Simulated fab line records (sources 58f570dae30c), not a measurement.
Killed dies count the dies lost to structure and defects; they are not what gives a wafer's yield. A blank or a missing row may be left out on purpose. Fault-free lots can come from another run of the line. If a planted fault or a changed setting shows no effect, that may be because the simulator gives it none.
fab line records -- flow berkeley-cmos170
record lots=14, wafers=42, last-day=13
route steps=331 shown GATE@127 M2@287 V2@306 M3@325
lots with no fault: from the same line, run without faults
start-h: the number of hours between the record's first day and the start of the first shown wafer of the lot -- wait-h: hours since the lot's step before -- " the same as in the row above -- L1.1+2: a row that stands for several wafers -- - no value present, or no start provided -- * or withheld: withheld -- < > ~ a bound
route shown NAME@n: NAME is a module with steps in the file, n the number in the route of the first one -- usual: the fault-free wafers' mean and standard deviation -- same: alike in all rows -- chamber/n: place in a boat -- sites: readings site by site -- _std_site: standard deviation across them -- _edge_site: the outer-site mean with the inner-site mean subtracted -- radius-mm: for every site, how far away it sits from the centre of the wafer -- mask NAME#n: copy n -- behind: the tool/chamber that last shaped the wafer -- hold: why the lot went on hold/how many hours it stayed there/how the hold came to an end -- device: which transistor (n, p or np) failed to switch -- end of line: tests run on the same wafers once the route is complete -- step lacking rows: just its recipe -- killed: at the first sort, the dies lost to defects and structure; wafer yield is something else -- map: dies across one wafer; x = killed, . = not, _ = none there
set.NAME: the setting as run; set.NAME@STEP: as run at that earlier step -- model.NAME: the simulator's own value behind a step, which no gauge read
the route's steps for a sample of lots (tables are steps, rows are wafers)
services: from which hour (start-h, from the record's first day; less than 0 if before it) a tool's chamber was out of use, for how many hours, and why
## steps
# step UCB170_GATE_OXIDATION_01
# recipe temp-c=850, ambient=O2, target-thk-a=66, ox-time-s=1800
# usual spike-tc-centre-C=852.4/0.99, zone-power-centre-pct=41.4/1.2
lot.wafer,tool,chamber,start-h,wait-h,spike-tc-centre-C,zone-power-centre-pct
L205.1,furnace-02,0,160.61,3.6,852.7,40.5
L205.3,furnace-02,0,160.61,3.6,853.1,40.5
L205.4,furnace-02,0,160.61,3.6,852.5,41.1
L206.1,furnace-02,0,160.61,3.5,852.7,40.8
L206.2,furnace-02,0,160.61,3.5,852.2,41.3
L206.6,furnace-02,0,160.61,3.5,851.9,41.7
L209.1,furnace-01,0,172.86,3.7,852.4,42.9
L209.2,furnace-01,0,172.86,3.7,852.0,42.8
L209.6,furnace-01,0,172.86,3.7,852.3,43.3
L210.1,furnace-01,0,183.69,5.1,853.6,43.9
L210.5,furnace-01,0,183.69,5.1,853.1,44.0
L210.6,furnace-01,0,183.69,5.1,852.3,43.4
L211.2,furnace-01,0,183.69,5.4,852.5,43.2
L211.5,furnace-01,0,183.69,5.4,852.8,43.1
L211.6,furnace-01,0,183.69,5.4,853.7,42.9
L212.1,furnace-01,0,183.69,4.9,852.7,43.7
L212.3,furnace-01,0,183.69,4.9,850.9,43.4
L212.6,furnace-01,0,183.69,4.9,851.0,42.6
L213.4,furnace-01,0,195.06,4.1,882.9,54.9
L213.5,furnace-01,0,195.06,4.1,879.8,55.2
L213.6,furnace-01,0,195.06,4.1,879.7,54.4
L214.2,furnace-01,0,195.06,4.1,881.1,55.4
L214.3,furnace-01,0,195.06,4.1,878.4,54.9
L214.4,furnace-01,0,195.06,4.1,880.5,55.1
L215.2,furnace-02,0,200.08,3.1,853.1,41.5
L215.4,furnace-02,0,200.08,3.1,852.5,41.1
L215.5,furnace-02,0,200.08,3.1,854.0,41.1
L222.2,furnace-04,0,224.75,4.4,853.7,39.7
L222.3,furnace-04,0,224.75,4.4,851.9,40.1
L222.4,furnace-04,0,224.75,4.4,852.9,39.6
L223.2,furnace-02,0,242.95,4.8,852.1,41.1
L223.3,furnace-02,0,242.95,4.8,853.2,41.1
L223.4,furnace-02,0,242.95,4.8,852.9,40.9
L225.1,furnace-02,0,242.95,5.0,852.2,41.0
L225.4,furnace-02,0,242.95,5.0,853.5,40.3
L225.5,furnace-02,0,242.95,5.0,853.2,40.9
L226.1,furnace-02,0,253.48,5.5,852.6,41.4
L226.4,furnace-02,0,253.48,5.5,853.0,41.4
L226.6,furnace-02,0,253.48,5.5,853.3,40.8
L227.1,furnace-02,0,253.48,5.3,851.2,40.7
L227.2,furnace-02,0,253.48,5.3,851.5,41.3
L227.5,furnace-02,0,253.48,5.3,852.9,41.1
# step UCB170_GATE_THK_MEAS_02
# recipe reads=SiO2_of_GATE_OXIDATION_01
# usual GATE_OXIDE_THK=6.61/0.11
lot.wafer,tool,chamber,start-h,wait-h,GATE_OXIDE_THK[nm]
L205.1,film-metro-02,-,162.11,0.0,6.49
L205.3,film-metro-02,-,162.11,0.0,6.60
L205.4,film-metro-02,-,162.11,0.0,6.54
L206.1,film-metro-02,-,162.17,0.1,6.65
L206.2,film-metro-02,-,162.17,0.1,6.59
L206.6,film-metro-02,-,162.17,0.1,6.61
L209.1,film-metro-01,-,174.36,0.0,6.37
L209.2,film-metro-01,-,174.36,0.0,6.63
L209.6,film-metro-01,-,174.36,0.0,6.36
L210.1,film-metro-02,-,185.19,0.0,6.55
L210.5,film-metro-02,-,185.19,0.0,6.74
L210.6,film-metro-02,-,185.19,0.0,6.65
L211.2,film-metro-03,-,185.20,0.0,6.57
L211.5,film-metro-03,-,185.20,0.0,6.59
L211.6,film-metro-03,-,185.20,0.0,6.72
L212.1,film-metro-03,-,185.25,0.1,6.52
L212.3,film-metro-03,-,185.25,0.1,6.50
L212.6,film-metro-03,-,185.25,0.1,6.49
L214.2,film-metro-01,-,196.57,0.0,6.89
L214.3,film-metro-01,-,196.57,0.0,6.93
L214.4,film-metro-01,-,196.57,0.0,7.25
L213.4,film-metro-03,-,196.59,0.0,8.26
L213.5,film-metro-03,-,196.59,0.0,8.04
L213.6,film-metro-03,-,196.59,0.0,7.89
L215.2,film-metro-03,-,201.65,0.1,6.70
L215.4,film-metro-03,-,201.65,0.1,6.65
L215.5,film-metro-03,-,201.65,0.1,6.67
L222.2,film-metro-01,-,226.26,0.0,6.44
L222.3,film-metro-01,-,226.26,0.0,6.55
L222.4,film-metro-01,-,226.26,0.0,6.50
L225.1,film-metro-01,-,244.45,0.0,6.62
L225.4,film-metro-01,-,244.45,0.0,6.60
L225.5,film-metro-01,-,244.45,0.0,6.51
L223.2,film-metro-02,-,244.46,0.0,6.49
L223.3,film-metro-02,-,244.46,0.0,6.70
L223.4,film-metro-02,-,244.46,0.0,6.73
L226.1,film-metro-02,-,254.98,0.0,6.68
L226.4,film-metro-02,-,254.98,0.0,6.88
L226.6,film-metro-02,-,254.98,0.0,6.67
L227.1,film-metro-03,-,254.98,0.0,6.51
L227.2,film-metro-03,-,254.98,0.0,6.47
L227.5,film-metro-03,-,254.98,0.0,6.58
# step UCB170_M2_OVL_MEAS_16
# usual M2_OVL=-1/5.3
lot.wafer,tool,chamber,start-h,wait-h,M2_OVL[nm]
L205.1,overlay-02,-,206.07,0.1,4
L205.3,overlay-02,-,206.07,0.1,5
L205.4,overlay-02,-,206.07,0.1,2
L206.1,overlay-01,-,208.31,0.1,8
L206.2,overlay-01,-,208.31,0.1,2
L206.6,overlay-01,-,208.31,0.1,5
L209.1,overlay-02,-,216.36,0.1,-1
L209.2,overlay-02,-,216.36,0.1,4
L209.6,overlay-02,-,216.36,0.1,8
L211.2,overlay-01,-,228.32,0.1,-4
L211.5,overlay-01,-,228.32,0.1,-10
L211.6,overlay-01,-,228.32,0.1,-8
L212.1,overlay-02,-,231.85,0.1,3
L212.3,overlay-02,-,231.85,0.1,4
L212.6,overlay-02,-,231.85,0.1,7
L210.1,overlay-01,-,232.52,0.1,-10
L210.5,overlay-01,-,232.52,0.1,-10
L210.6,overlay-01,-,232.52,0.1,-5
L213.4,overlay-01,-,235.90,0.1,5
L213.5,overlay-01,-,235.90,0.1,-2
L213.6,overlay-01,-,235.90,0.1,5
L214.2,overlay-02,-,240.25,0.1,6
L214.3,overlay-02,-,240.25,0.1,-5
L214.4,overlay-02,-,240.25,0.1,2
L215.2,overlay-01,-,246.12,0.1,-2
L215.4,overlay-01,-,246.12,0.1,4
L215.5,overlay-01,-,246.12,0.1,-3
L222.2,overlay-01,-,266.84,0.1,-3
L222.3,overlay-01,-,266.84,0.1,-10
L222.4,overlay-01,-,266.84,0.1,-7
L223.2,overlay-02,-,289.30,0.1,-3
L223.3,overlay-02,-,289.30,0.1,-4
L223.4,overlay-02,-,289.30,0.1,-11
L225.1,overlay-01,-,289.57,0.1,1
L225.4,overlay-01,-,289.57,0.1,1
L225.5,overlay-01,-,289.57,0.1,-1
L227.1,overlay-02,-,296.41,0.1,-3
L227.2,overlay-02,-,296.41,0.1,-1
L227.5,overlay-02,-,296.41,0.1,3
L226.1,overlay-01,-,297.66,0.1,-5
L226.4,overlay-01,-,297.66,0.1,-9
L226.6,overlay-01,-,297.66,0.1,-7
# step UCB170_V2_ETCH_14
# recipe chemistry=CHF3/CF4/Ar, target=SiO2, stop-on=Al, CHF3_flow_sccm=45, cf4-flow-sccm=15, Ar_flow_sccm=150, pressure-mtorr=200, rf-w=700, target-depth-a=12500, over-etch-frac=0.25, time-s=291
# usual drypump-motor-current-A=5.7/0.42, oes-product-au=0.872/0.014, throttle-valve-pct=6.99/0.078
# same over-etch-frac=0.25
lot.wafer,tool,chamber,start-h,wait-h,drypump-motor-current-A,oes-product-au,rf-hours-counter-h,throttle-valve-pct
L205.1,rie-diel-04,0,208.78,0.0,5.5,0.873,37,6.95
L205.3,rie-diel-04,1,208.78,0.0,6.4,0.860,119,6.95
L205.4,rie-diel-04,3,208.78,0.0,5.3,0.865,114,6.85
L206.1,rie-diel-02,3,211.18,0.0,5.6,0.868,8,7.04
L206.2,rie-diel-02,2,211.18,0.0,5.4,0.866,2,7.11
L206.6,rie-diel-02,1,211.18,0.0,5.3,0.877,-,7.00
L209.1,rie-diel-02,3,218.71,0.0,5.6,0.869,9,7.01
L209.2,rie-diel-02,0,218.71,0.0,6.4,0.889,53,6.91
L209.6,rie-diel-02,3,218.71,0.0,5.6,0.861,-,7.02
L211.2,rie-diel-02,3,232.16,0.0,5.6,0.869,9,7.02
L211.5,rie-diel-02,3,232.16,0.0,5.6,0.857,-,7.02
L211.6,rie-diel-02,0,232.16,0.0,6.4,0.895,-,6.92
L212.1,rie-diel-02,3,234.21,0.0,5.6,0.866,10,7.03
L212.3,rie-diel-02,0,234.21,0.0,6.4,0.902,54,6.92
L212.6,rie-diel-02,1,234.21,0.0,5.3,0.867,-,6.99
L210.1,rie-diel-03,1,235.11,0.0,6.1,0.841,12,7.12
L210.5,rie-diel-03,1,235.11,0.0,6.1,0.855,-,7.11
L210.6,rie-diel-03,0,235.11,0.0,5.8,0.867,-,7.01
L213.4,rie-diel-02,0,238.61,0.0,6.4,0.898,54,6.92
L213.5,rie-diel-02,2,238.61,0.0,5.4,0.860,-,7.07
L213.6,rie-diel-02,3,238.61,0.0,5.6,0.877,-,7.03
L214.2,rie-diel-02,2,242.93,0.0,5.4,0.864,4,7.09
L214.3,rie-diel-02,0,242.93,0.0,6.4,0.894,54,6.91
L214.4,rie-diel-02,3,242.93,0.0,5.6,0.863,10,7.01
L215.2,rie-diel-04,0,248.84,0.0,5.5,0.871,39,6.96
L215.4,rie-diel-04,2,248.84,0.0,5.9,0.881,86,7.10
L215.5,rie-diel-04,2,248.84,0.0,5.9,0.882,-,7.08
L222.2,rie-diel-02,2,269.53,0.0,5.4,0.866,5,7.09
L222.3,rie-diel-02,0,269.53,0.0,6.4,0.897,56,6.90
L222.4,rie-diel-02,1,269.53,0.0,5.2,0.868,16,6.99
L223.2,rie-diel-03,2,291.70,0.0,5.1,0.853,1,7.01
L223.3,rie-diel-03,1,291.70,0.0,6.1,0.845,15,7.13
L223.4,rie-diel-03,2,291.70,0.0,5.1,0.856,-,7.01
L225.1,rie-diel-02,3,292.10,0.0,5.6,0.864,12,7.01
L225.4,rie-diel-02,0,292.10,0.0,6.4,0.895,57,6.92
L225.5,rie-diel-02,1,292.10,0.0,5.2,0.878,-,6.99
L227.1,rie-diel-03,2,298.93,0.0,5.1,0.855,1,7.00
L227.2,rie-diel-03,1,298.93,0.0,6.1,0.852,16,7.12
L227.5,rie-diel-03,1,298.93,0.0,6.1,0.858,-,7.12
L226.1,rie-diel-04,0,300.16,0.0,5.5,0.872,42,6.95
L226.4,rie-diel-04,3,300.16,0.0,5.2,0.855,-,6.86
L226.6,rie-diel-04,0,300.16,0.0,5.5,0.875,-,6.96
# step UCB170_M3_OVL_MEAS_16
# usual M3_OVL=0/6.1
lot.wafer,tool,chamber,start-h,wait-h,M3_OVL[nm]
L205.1,overlay-01,-,212.21,0.1,2
L205.3,overlay-01,-,212.21,0.1,8
L205.4,overlay-01,-,212.21,0.1,0
L206.1,overlay-02,-,214.17,0.1,-13
L206.2,overlay-02,-,214.17,0.1,0
L206.6,overlay-02,-,214.17,0.1,-6
L209.1,overlay-02,-,221.20,0.1,7
L209.2,overlay-02,-,221.20,0.1,11
L209.6,overlay-02,-,221.20,0.1,13
L211.2,overlay-01,-,234.80,0.1,7
L211.5,overlay-01,-,234.80,0.1,5
L211.6,overlay-01,-,234.80,0.1,2
L212.1,overlay-01,-,236.66,0.1,-3
L212.3,overlay-01,-,236.66,0.1,-2
L212.6,overlay-01,-,236.66,0.1,-1
L210.1,overlay-02,-,238.11,0.1,-12
L210.5,overlay-02,-,238.11,0.1,-5
L210.6,overlay-02,-,238.11,0.1,-4
L213.4,overlay-02,-,241.56,0.1,0
L213.5,overlay-02,-,241.56,0.1,-2
L213.6,overlay-02,-,241.56,0.1,0
L214.2,overlay-02,-,245.74,0.1,-7
L214.3,overlay-02,-,245.74,0.1,1
L214.4,overlay-02,-,245.74,0.1,2
L215.2,overlay-02,-,251.38,0.1,-2
L215.4,overlay-02,-,251.38,0.1,-2
L215.5,overlay-02,-,251.38,0.1,0
L222.2,overlay-02,-,271.96,0.1,2
L222.3,overlay-02,-,271.96,0.1,-2
L222.4,overlay-02,-,271.96,0.1,0
L223.2,overlay-01,-,295.65,0.1,-8
L223.3,overlay-01,-,295.65,0.1,-6
L223.4,overlay-01,-,295.65,0.1,-2
L225.1,overlay-01,-,296.69,0.1,-3
L225.4,overlay-01,-,296.69,0.1,-16
L225.5,overlay-01,-,296.69,0.1,-1
L227.1,overlay-02,-,301.90,0.1,7
L227.2,overlay-02,-,301.90,0.1,8
L227.5,overlay-02,-,301.90,0.1,12
L226.1,overlay-02,-,302.78,0.1,6
L226.4,overlay-02,-,302.78,0.1,7
L226.6,overlay-02,-,302.78,0.1,12
## services
tool,chamber,start-h,hours,kind
furnace-04,-,143.70,2.4,pm
rie-diel-02,2,144.38,-,clean
rie-diel-02,2,144.38,17.7,scheduled-down
rie-diel-02,2,144.38,17.7,vent-cycle
rie-diel-03,-,147.18,1.2,repair
rie-diel-02,1,160.61,3.5,repair
rie-diel-04,3,178.86,4.2,repair
rie-diel-04,-,179.82,1.8,repair
rie-diel-03,1,209.53,4.7,repair
rie-diel-03,2,214.75,8.6,repair
rie-diel-02,2,218.20,8.0,repair
rie-diel-03,2,228.32,-,clean
rie-diel-03,2,228.32,12.3,scheduled-down
rie-diel-03,2,228.32,12.3,vent-cycle
furnace-01,-,244.86,4.7,pm
rie-diel-03,2,252.07,32.7,repair
rie-diel-04,2,252.77,41.4,repair
rie-diel-03,3,263.28,13.4,repair
rie-diel-03,3,284.73,-,clean
furnace-02,-,294.75,3.1,pm
rie-diel-04,2,296.16,1.5,repair
## key
first-sign step=UCB170_GATE_OXIDATION_01, reading=spike-tc-centre-C, direction=up, sigmas=28, usual=852.4, struck=880.4
effect step=UCB170_GATE_OXIDATION_01, reading=zone-power-centre-pct, direction=up, sigmas=12, usual=41.4, struck=55.0
effect step=UCB170_GATE_THK_MEAS_02, reading=GATE_OXIDE_THK, direction=up, sigmas=8.6, usual=6.61, struck=7.54
met-at UCB170_GATE_OXIDATION_01
struck-lots L213,L214
tester-left-out L213,L214
not-acting-at UCB170_M2_OVL_MEAS_16,UCB170_V2_ETCH_14,UCB170_M3_OVL_MEAS_16
onset-between 183.69 195.06
fault kind=process-parameter-drift, tool=furnace-01, chamber=-, onset-h=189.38, steps=UCB170_GATE_OXIDATION_01, channel=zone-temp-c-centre, offset=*, shape=step, end-h=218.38
# tester-left-out: of these lots the tester's yield and bins aren't shown, on N5 and GAA mostly nor the transistor test; their killed dies are dies lost to structure and defects alone, not to doping, threshold or leakage, so they don't give the yield
